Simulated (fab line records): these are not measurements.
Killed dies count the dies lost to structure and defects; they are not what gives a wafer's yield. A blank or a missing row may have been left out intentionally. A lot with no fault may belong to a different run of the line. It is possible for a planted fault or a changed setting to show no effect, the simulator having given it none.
2 desks, one fault | flow rit_cmos | only its own numbers are on each desk; what lay behind them is given at the end

== FOR THE TOOL OWNER'S DESK: plasma_asher-04 ==
The tool's own readings at RIT_M1_STRIP_14 (strips in O2, time 180 s): means of the sampled wafers that have a number, for each lot that ran on this tool. A lot is out of limits, marked OUT, if its mean lies more than 4 standard deviations from the usual mean; the brackets give that distance.
Columns: A = drypump_motor_current_A at RIT_M1_STRIP_14, usual 5.8 A; B = rf_refl_power_W at RIT_M1_STRIP_14, usual 6.6 W; C = run_length_s at RIT_M1_STRIP_14, usual 208.4 s
lot  | first seen here | A   | B   | C
L935 | day 4 07:44     | 5.3 | 9.3 | 208.1
L937 | day 4 11:13     | 5.0 | 9.4 | 208.2
L939 | day 4 21:58     | 5.6 | 9.6 | 208.1
L940 | day 5 03:34     | 5.3 | 9.5 | 208.2
L941 | day 5 09:59     | 5.6 | 9.5 | 201.1 (-15) OUT
L944 | day 5 23:11     | 5.3 | 9.4 | 204.4 (-8.4) OUT
This desk's finding: out of limits on L941, L944; first on L941, day 5 09:59 (run_length_s at RIT_M1_STRIP_14). L935, L937, L939, L940 stayed within limits.

== METROLOGY DESK ==
What the gauges read for every lot (on any tool): the sampled wafers with a number, averaged. A lot is out of limits, marked OUT, if its mean lies more than 4 standard deviations from the usual mean; the brackets give that distance.
Columns: A = cd_nm at RIT_GATE_CD_MEAS_16, usual 151 nm; B = cd_nm at RIT_GATE_CD_MEAS_90, usual 151 nm; C = PSD_OVL at RIT_PSD_OVL_MEAS_06, usual 0.1 nm
lot  | first seen here | A   | B   | C
L933 | day 3 00:06     | 146 | 146 | 0.2
L935 | day 3 12:47     | 150 | 150 | 0.8
L937 | day 3 15:18     | 153 | 153 | 0.1
L939 | day 4 02:26     | 154 | 154 | -1.7
L940 | day 4 07:08     | 147 | 147 | 0.8
L941 | day 4 15:58     | 150 | 150 | 0.2
L944 | day 5 03:47     | 150 | 149 | -0.3
L947 | day 5 16:19     | 148 | 148 | 0.4
L948 | day 5 23:31     | 158 | 157 | -0.5
L949 | day 6 07:26     | 151 | 151 | -0.8
L950 | day 6 08:46     | 152 | 153 | -0.5
L952 | day 6 20:19     | 148 | 148 | -0.9
L955 | day 7 08:53     | 148 | 148 | 1.1
L956 | day 7 17:20     | 147 | 147 | 1.0
Finding of this desk: none of the 14 lots has anything out of limits.

== TAKEN TOGETHER ==
The tool owner's desk had the chance to raise an alarm at day 5 09:59 on L941, L944.
Metrology desk: nothing out of limits seen.
The metrology desk holds a record of L941, L944, inside its limits.
Of the lots named, all ran RIT_M1_STRIP_14 on plasma_asher-04.

== WHAT THE SIMULATOR HAD INSERTED ==
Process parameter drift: plasma_asher-04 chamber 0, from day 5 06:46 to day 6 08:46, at RIT_M1_STRIP_14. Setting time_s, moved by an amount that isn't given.
Shown lots that were struck: L941, L944.
Delay in hours, fault start to first out-of-limits reading, by desk: the tool owner's desk at 3.
